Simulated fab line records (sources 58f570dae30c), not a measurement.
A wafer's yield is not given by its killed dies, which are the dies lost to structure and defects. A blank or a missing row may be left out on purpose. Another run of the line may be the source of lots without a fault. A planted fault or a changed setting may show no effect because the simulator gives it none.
Split-lot experiment -- flow berkeley_cmos170 -- 5 lots, 23 wafers read, on a route of 331 steps

== THE SPLIT ITSELF ==
At UCB170_START_OXIDATION_02 (target thk 20 nm, ox time 1800 s), the setting temp_c was moved away from the recipe's 950 C on 15 of the 23 wafers read, by -0.9% to +1.8%. The other wafers ran this setting at the recipe's value.

The file shows no step between the split and the reading.

== THE READING ==
Values of START_OXIDE_THK in nm from UCB170_START_THK_MEAS_03. A value of 20.1 nm with a standard deviation of 0.37 nm is what fault-free wafers of this fab line usually give.

wafer,"tool, chamber at the split","temp_c as run, C",against the recipe,"START_OXIDE_THK, nm",against lot-mates on the recipe
L074.1,"-, -",962.3,+1.3%,22.9,no lot-mate on the recipe
L074.2,"-, -",962.3,+1.3%,23.2,no lot-mate on the recipe
L074.3,"-, -",962.3,+1.3%,23.0,no lot-mate on the recipe
L074.5,"-, -",962.3,+1.3%,23.2,no lot-mate on the recipe
L074.6,"-, -",962.3,+1.3%,23.2,no lot-mate on the recipe
L077.1,"-, -",941.8,-0.9%,17.5,no lot-mate on the recipe
L077.2,"-, -",941.8,-0.9%,17.4,no lot-mate on the recipe
L077.3,"-, -",941.8,-0.9%,17.8,no lot-mate on the recipe
L077.5,"-, -",941.8,-0.9%,17.3,no lot-mate on the recipe
L077.6,"-, -",941.8,-0.9%,17.5,no lot-mate on the recipe
L078.2,"-, -",950,recipe,19.6,-
L078.3,"-, -",950,recipe,19.5,-
L078.4,"-, -",950,recipe,19.6,-
L078.5,"-, -",950,recipe,20.0,-
L078.6,"-, -",950,recipe,20.0,-
L082.2,"furnace-03, 0",950,recipe,20.5,-
L082.4,"furnace-03, 0",950,recipe,20.4,-
L082.5,"furnace-03, 0",950,recipe,20.7,-
L085.1,"-, -",967.4,+1.8%,24.4,no lot-mate on the recipe
L085.2,"-, -",967.4,+1.8%,24.2,no lot-mate on the recipe
L085.3,"-, -",967.4,+1.8%,24.2,no lot-mate on the recipe
L085.4,"-, -",967.4,+1.8%,24.4,no lot-mate on the recipe
L085.6,"-, -",967.4,+1.8%,24.2,no lot-mate on the recipe

THE FIT
A straight line over all 23 wafers: START_OXIDE_THK changes by +2.48 nm for each +1% of temp_c; r = +0.99; the points scatter about the line by 0.33 nm.
Too few moved wafers have a lot-mate on the recipe to fit a line with each lot's own level taken away.

== THE WHOLE CHAIN: every reading that the file lists as answering this split, in the file's order ==
step,what it does,reading,change (the file's fit),r (the file's)
UCB170_START_OXIDATION_02,"target thk 20 nm, ox time 1800 s","SiO2_of_START_OXIDATION_02.thk_nm (the simulator's own value, which no gauge read)",+2.49 nm for each +1% of the setting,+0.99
UCB170_START_THK_MEAS_03,,START_OXIDE_THK,+2.49 for each +1% of the setting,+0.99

== THE FILE'S OWN FIT ==
START_OXIDE_THK changes by +2.49 nm for each +1% of temp_c, r = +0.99.
